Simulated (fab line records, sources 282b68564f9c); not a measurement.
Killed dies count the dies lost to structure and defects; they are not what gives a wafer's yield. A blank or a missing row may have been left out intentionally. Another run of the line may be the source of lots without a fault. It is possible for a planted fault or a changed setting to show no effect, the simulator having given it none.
Comparing a struck lot with a sound one	flow rit cmos	43 out of 202 route steps
Sound: these wafers, L353.3, L353.4, L353.5. Struck: wafers L360.1, L360.2, L360.3. The cause is named last.
Order at every step that has rows: each side's tool, ch and its chambers, its first start. Under that, the readings that differ: sound wafers	struck wafers	difference of the means	sigmas: that difference in standard deviations of wafers without a fault.
alike: readings whose means differ by less than 2 such deviations, and words and numbers that are the same on both sides. not compared: withheld readings, readings that some wafer has no value for, bounds like >300 that may hide the same value, and numbers for which the record gives no deviation and whose values overlap.
The two part at a step that has a row with sigmas, a row that says differs or no value, or rows on one side only. When numbers do not overlap yet have no deviation, they are printed without sigmas and do not part them. A reading missing from all wafers of one side parts the sides only when that side holds two or more wafers.

first, 3 steps without rows for these wafers: RIT_PRETRO_EXPOSE_03 (exposes mask M5, target cd 43700 nm); RIT_PRETRO_PEB_04; RIT_PRETRO_DEVELOP_05 (develop time 68 s).
RIT_PRETRO_OVL_MEAS_06:
  sound: overlay-02 at day 3 19:33; struck: overlay-01 at day 5 05:44
  alike: PRETRO_OVL
then, 2 steps without rows for these wafers: RIT_PRETRO_HARDBAKE_07 (time 120 s); RIT_PRETRO_IMPLANT_08.
RIT_PRETRO_STRIP_09: strips in O2, time 180 s.
  sound on plasma asher-04 ch 0,1, day 3 20:02; struck on plasma asher-01 ch 0,1, day 5 06:14
  alike: drypump motor current A
  not compared: rf hours counter h
RIT_PRETRO_TW_MEAS_10:
  sound: film metro-02 at day 3 20:10; struck: film metro-04 at day 5 06:25
  alike: PRETRO_TW
then, 4 steps without rows for these wafers: RIT_GATE_WET_ETCH_00 (etches SiO2 in BOE, target depth 56 nm, time 60 s); RIT_GATE_CLEAN_01 (cleans in SC1, time 600 s); RIT_GATE_CLEAN_02 (cleans in dHF, time 30 s); RIT_GATE_CLEAN_03 (cleans in SC2, time 600 s).
RIT_GATE_CLEAN_04: cleans in dHF, time 60 s.
  sound on wet bench-02 ch 0, day 3 20:37; struck on wet bench-02 ch 3, day 5 06:52
RIT_FOX2_THK_MEAS_91:
  sound: film metro-04 at day 3 20:40; struck: film metro-01 at day 5 06:53
  alike: FIELD_OXIDE_LEFT_2_THK
then, 2 steps without rows for these wafers: RIT_GATE_OXIDATION_05 (target thk 3 nm, ox time 270 s); RIT_GATE_ANNEAL_06 (time 600 s).
RIT_GATE_THK_MEAS_07:
  sound: film metro-04 at day 4 00:24; struck: film metro-04 at day 5 08:46
reading	sound	struck	difference	sigmas
GATE_OXIDE_THK (nm)	3.03 3.14 3.09	2.93 2.97 2.88	-0.16	-3
then, 1 step without rows for these wafers: RIT_GATE_CVD_08 (deposits poly-Si from SiH4, target thk 250 nm, time 2220 s).
RIT_GATE_THK_MEAS_09:
  sound: film metro-03 at day 4 02:38; struck: film metro-03 at day 5 10:26
reading	sound	struck	difference	sigmas
GATE_POLY_THK (nm)	255.1 255.7 254.3	249.6 249.4 246.8	-6.4	-2
then, 6 steps without rows for these wafers: RIT_GATE_HMDS_10 (prime time 60 s); RIT_GATE_COAT_11 (resist thk 850 nm); RIT_GATE_SOFTBAKE_12 (time 60 s); RIT_GATE_EXPOSE_13 (exposes mask M6, target cd 150 nm); RIT_GATE_PEB_14; RIT_GATE_DEVELOP_15 (develop time 50 s).
RIT_GATE_CD_MEAS_16: the cd target is 150 nm.
  sound: cd sem-01 at day 4 03:41; struck: cd sem-02 at day 5 11:32
  alike: cd nm
RIT_GATE_OVL_MEAS_17:
  sound: overlay-02 at day 4 03:47; struck: overlay-02 at day 5 11:40
  alike: GATE_OVL
then, 1 step without rows for these wafers: RIT_GATE_HARDBAKE_18 (time 60 s).
RIT_GATE_ETCH_19: etches poly-Si in SF6/CHF3/O2, stops on SiO2, time 165 s, target depth 312.5 nm.
  sound on rie si-01 ch 0,1,2, day 4 04:04; struck on rie si-02 ch 0,1,2, day 5 11:50
  alike: O2_flow_sccm, drypump motor current A, oes product au, throttle valve pct
  not compared: rf hours counter h
RIT_GATE_STRIP_20: strips in O2, time 180 s.
  sound on plasma asher-04 ch 0,1, day 4 04:14; struck on plasma asher-03 ch 0,1, day 5 11:57
  alike: drypump motor current A
  not compared: rf hours counter h
RIT_GATE_CD_MEAS_90: the cd target is 150 nm.
  sound: cd sem-01 at day 4 04:23; struck: cd sem-02 at day 5 12:07
  alike: cd nm
then, 4 steps without rows for these wafers: RIT_REOX_CLEAN_00 (cleans in SC1, time 600 s); RIT_REOX_CLEAN_01 (cleans in dHF, time 30 s); RIT_REOX_CLEAN_02 (cleans in SC2, time 600 s); RIT_REOX_OXIDATION_03 (target thk 25.2 nm, ox time 5580 s).
RIT_REOX_THK_MEAS_04:
  sound: film metro-02 at day 4 07:26; struck: film metro-04 at day 5 15:10
  alike: REOX_OXIDE_THK
then, 6 steps without rows for these wafers: RIT_NLDD_HMDS_00 (prime time 60 s); RIT_NLDD_COAT_01 (resist thk 1000 nm); RIT_NLDD_SOFTBAKE_02 (time 60 s); RIT_NLDD_EXPOSE_03 (exposes mask M7, target cd 40700 nm); RIT_NLDD_PEB_04; RIT_NLDD_DEVELOP_05 (develop time 50 s).
RIT_M1_PROBE_99:
  sound: prober-01 at day 5 01:02; struck: prober-02 at day 6 08:26
reading	sound	struck	difference	sigmas
killed at front end	8 10 3	12 14 14	+6	+2
killed dies	8 10 3	12 14 14	+6	+2
killed on rim	1 2 0	6 8 7	+6	+4
  alike: killed at contacts, killed open, killed short

== WHERE THEY PART ==
Last at RIT_M1_PROBE_99 as far as this record goes, first at RIT_GATE_THK_MEAS_07.

WHY: what had been put in by the simulator
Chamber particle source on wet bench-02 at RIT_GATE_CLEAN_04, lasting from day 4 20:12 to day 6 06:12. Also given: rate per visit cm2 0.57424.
